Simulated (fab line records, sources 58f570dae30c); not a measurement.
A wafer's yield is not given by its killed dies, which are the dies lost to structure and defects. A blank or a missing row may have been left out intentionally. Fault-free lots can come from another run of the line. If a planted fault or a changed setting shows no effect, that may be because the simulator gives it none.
Tool commonality check || flow berkeley cmos170 || 48 wafers sampled across 14 lots

== THE REASON FOR OPENING IT ==
On 2 of the 14 lots, a flag is raised at UCB170_M2_CD_MEAS_90 on the reading cd nm. Fault-free wafers read 698.5 nm, with a standard deviation of 2.1.
Rule: a lot is flagged when every wafer of it that has a number lies more than 4 standard deviations from that mean, or none has a number. All remaining lots are regarded as sound.

{"lot": "L711", "measured": "day 9 09:01", "on": "cd sem-01", "cd nm (nm), wafer by wafer": "702.4 700.8 700.9", "flag": ""}
{"lot": "L713", "measured": "day 9 09:09", "on": "cd sem-02", "cd nm (nm), wafer by wafer": "695.7 700.3 696.8", "flag": ""}
{"lot": "L715", "measured": "day 9 09:23", "on": "cd sem-01", "cd nm (nm), wafer by wafer": "701.1 700.7 702.7", "flag": ""}
{"lot": "L717", "measured": "day 10 04:51", "on": "cd sem-01", "cd nm (nm), wafer by wafer": "697.8 698.8 696.7", "flag": ""}
{"lot": "L718", "measured": "day 10 05:20", "on": "cd sem-01", "cd nm (nm), wafer by wafer": "696.4 698.0 698.3", "flag": ""}
{"lot": "L719", "measured": "day 10 05:23", "on": "cd sem-02", "cd nm (nm), wafer by wafer": "699.1 699.7 699.7", "flag": ""}
{"lot": "L721", "measured": "day 10 15:29", "on": "cd sem-02", "cd nm (nm), wafer by wafer": "700.4 697.8 697.8", "flag": ""}
{"lot": "L720", "measured": "day 11 00:35", "on": "cd sem-01", "cd nm (nm), wafer by wafer": "667.8 666.4 665.2 667.7 666.0 664.9", "flag": "FLAGGED"}
{"lot": "L723", "measured": "day 11 08:52", "on": "cd sem-01", "cd nm (nm), wafer by wafer": "665.4 665.5 664.7 665.2 665.5 664.6", "flag": "FLAGGED"}
{"lot": "L726", "measured": "day 11 23:58", "on": "cd sem-01", "cd nm (nm), wafer by wafer": "698.6 696.2 698.1", "flag": ""}
{"lot": "L727", "measured": "day 12 12:37", "on": "cd sem-02", "cd nm (nm), wafer by wafer": "702.9 700.7 700.7", "flag": ""}
{"lot": "L728", "measured": "day 12 14:02", "on": "cd sem-01", "cd nm (nm), wafer by wafer": "697.5 696.5 695.5", "flag": ""}
{"lot": "L731", "measured": "day 12 21:19", "on": "cd sem-02", "cd nm (nm), wafer by wafer": "703.0 699.9 697.5", "flag": ""}
{"lot": "L732", "measured": "day 12 21:37", "on": "cd sem-02", "cd nm (nm), wafer by wafer": "697.9 698.5 698.4", "flag": ""}
Average over the flagged lots: 665.7 nm; offset from the usual -32.8 nm, equal to -16 standard deviations.

== WHICH TOOL EACH LOT WENT THROUGH ==
Before the reading, the record contains 2 process steps out of a 331-step route. Every cell lists first the tool, next ch and the chambers used by the sampled wafers, and last the start.
{"lot": "L711", "flag": "", "UCB170_M2_METAL_ETCH_18": "rie metal-02 ch 0,1, day 9 08:44", "UCB170_M2_STRIP_19": "plasma asher-02 ch 0,1, day 9 08:55"}
{"lot": "L713", "flag": "", "UCB170_M2_METAL_ETCH_18": "rie metal-04 ch 0,1, day 9 08:48", "UCB170_M2_STRIP_19": "plasma asher-01 ch 0,1, day 9 08:58"}
{"lot": "L715", "flag": "", "UCB170_M2_METAL_ETCH_18": "rie metal-02 ch 0,1, day 9 09:04", "UCB170_M2_STRIP_19": "plasma asher-04 ch 0,1, day 9 09:15"}
{"lot": "L717", "flag": "", "UCB170_M2_METAL_ETCH_18": "rie metal-01 ch 0,1, day 10 04:32", "UCB170_M2_STRIP_19": "plasma asher-02 ch 0,1, day 10 04:44"}
{"lot": "L718", "flag": "", "UCB170_M2_METAL_ETCH_18": "rie metal-02 ch 1, day 10 04:52", "UCB170_M2_STRIP_19": "plasma asher-04 ch 0,1, day 10 05:14"}
{"lot": "L719", "flag": "", "UCB170_M2_METAL_ETCH_18": "rie metal-01 ch 0,1, day 10 05:07", "UCB170_M2_STRIP_19": "plasma asher-02 ch 0,1, day 10 05:17"}
{"lot": "L721", "flag": "", "UCB170_M2_METAL_ETCH_18": "rie metal-01 ch 0,1, day 10 15:13", "UCB170_M2_STRIP_19": "plasma asher-04 ch 0,1, day 10 15:23"}
{"lot": "L720", "flag": "FLAGGED", "UCB170_M2_METAL_ETCH_18": "rie metal-02 ch 0,1, day 11 00:17", "UCB170_M2_STRIP_19": "plasma asher-02 ch 0,1, day 11 00:28"}
{"lot": "L723", "flag": "FLAGGED", "UCB170_M2_METAL_ETCH_18": "rie metal-02 ch 0,1, day 11 08:36", "UCB170_M2_STRIP_19": "plasma asher-02 ch 0,1, day 11 08:46"}
{"lot": "L726", "flag": "", "UCB170_M2_METAL_ETCH_18": "rie metal-01 ch 0,1, day 11 23:41", "UCB170_M2_STRIP_19": "plasma asher-02 ch 0,1, day 11 23:52"}
{"lot": "L727", "flag": "", "UCB170_M2_METAL_ETCH_18": "rie metal-04 ch 0,1, day 12 12:22", "UCB170_M2_STRIP_19": "plasma asher-04 ch 0,1, day 12 12:31"}
{"lot": "L728", "flag": "", "UCB170_M2_METAL_ETCH_18": "rie metal-04 ch 0,1, day 12 13:45", "UCB170_M2_STRIP_19": "plasma asher-04 ch 0,1, day 12 13:55"}
{"lot": "L731", "flag": "", "UCB170_M2_METAL_ETCH_18": "rie metal-04 ch 0,1, day 12 21:02", "UCB170_M2_STRIP_19": "plasma asher-01 ch 0,1, day 12 21:13"}
{"lot": "L732", "flag": "", "UCB170_M2_METAL_ETCH_18": "rie metal-01 ch 0,1, day 12 21:19", "UCB170_M2_STRIP_19": "plasma asher-02 ch 0,1, day 12 21:30"}
What the steps here do:
- UCB170_M2_METAL_ETCH_18: etches Al in Cl2/BCl3, stops on SiO2, target depth 1170 nm, time 195 s.
- UCB170_M2_STRIP_19: strips in O2.
- UCB170_M2_CD_MEAS_90: target cd 700 nm.

== FLAGGED OVER TOTAL, TOOL BY TOOL (the gauges that took the reading come last) ==
{"step": "UCB170_M2_METAL_ETCH_18", "tool": "rie metal-01", "lots run": 5, "flagged": 0, "share of the flagged lots": "none", "sound lots run after its first flagged lot": "-"}
{"step": "UCB170_M2_METAL_ETCH_18", "tool": "rie metal-02", "lots run": 5, "flagged": 2, "share of the flagged lots": "all", "sound lots run after its first flagged lot": 0}
{"step": "UCB170_M2_METAL_ETCH_18", "tool": "rie metal-04", "lots run": 4, "flagged": 0, "share of the flagged lots": "none", "sound lots run after its first flagged lot": "-"}
{"step": "UCB170_M2_STRIP_19", "tool": "plasma asher-01", "lots run": 2, "flagged": 0, "share of the flagged lots": "none", "sound lots run after its first flagged lot": "-"}
{"step": "UCB170_M2_STRIP_19", "tool": "plasma asher-02", "lots run": 7, "flagged": 2, "share of the flagged lots": "all", "sound lots run after its first flagged lot": "2 (L726,L732)"}
{"step": "UCB170_M2_STRIP_19", "tool": "plasma asher-04", "lots run": 5, "flagged": 0, "share of the flagged lots": "none", "sound lots run after its first flagged lot": "-"}
{"step": "UCB170_M2_CD_MEAS_90", "tool": "cd sem-01", "lots run": 8, "flagged": 2, "share of the flagged lots": "all", "sound lots run after its first flagged lot": "2 (L726,L728)"}
{"step": "UCB170_M2_CD_MEAS_90", "tool": "cd sem-02", "lots run": 6, "flagged": 0, "share of the flagged lots": "none", "sound lots run after its first flagged lot": "-"}

== THE TABLE: WHAT IT ALLOWS ==
rie metal-02 at UCB170_M2_METAL_ETCH_18, plasma asher-02 at UCB170_M2_STRIP_19 and cd sem-01 at UCB170_M2_CD_MEAS_90: these 3 rows of the table ran every flagged lot.
- rie metal-02 at UCB170_M2_METAL_ETCH_18: 2 of its 5 lots flagged. Its last sound lot is L718 (day 10 04:52), its first flagged lot L720 (day 11 00:17): a fault that began between those two fits.
- plasma asher-02 at UCB170_M2_STRIP_19: 2 of its 7 lots flagged. After the first flagged lot (L726, L732), sound lots still ran on it; a lasting fault on the whole tool would not permit that. Its own readings (oes product au) fall more than 4 standard deviations out on all wafers of the flagged lots.
- cd sem-01 at UCB170_M2_CD_MEAS_90: 2 of its 8 lots flagged. After the first flagged lot (L726, L728), sound lots still ran on it; a lasting fault on the whole tool would not permit that.
rie metal-02 at UCB170_M2_METAL_ETCH_18 is the single tool remaining.

== WHAT WAS PUT IN BY THE SIMULATOR ==
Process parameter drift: rie metal-02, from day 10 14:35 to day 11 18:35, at UCB170_M2_METAL_ETCH_18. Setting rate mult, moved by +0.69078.
Shown lots that were struck: L720, L723. The same result came from the rule above.
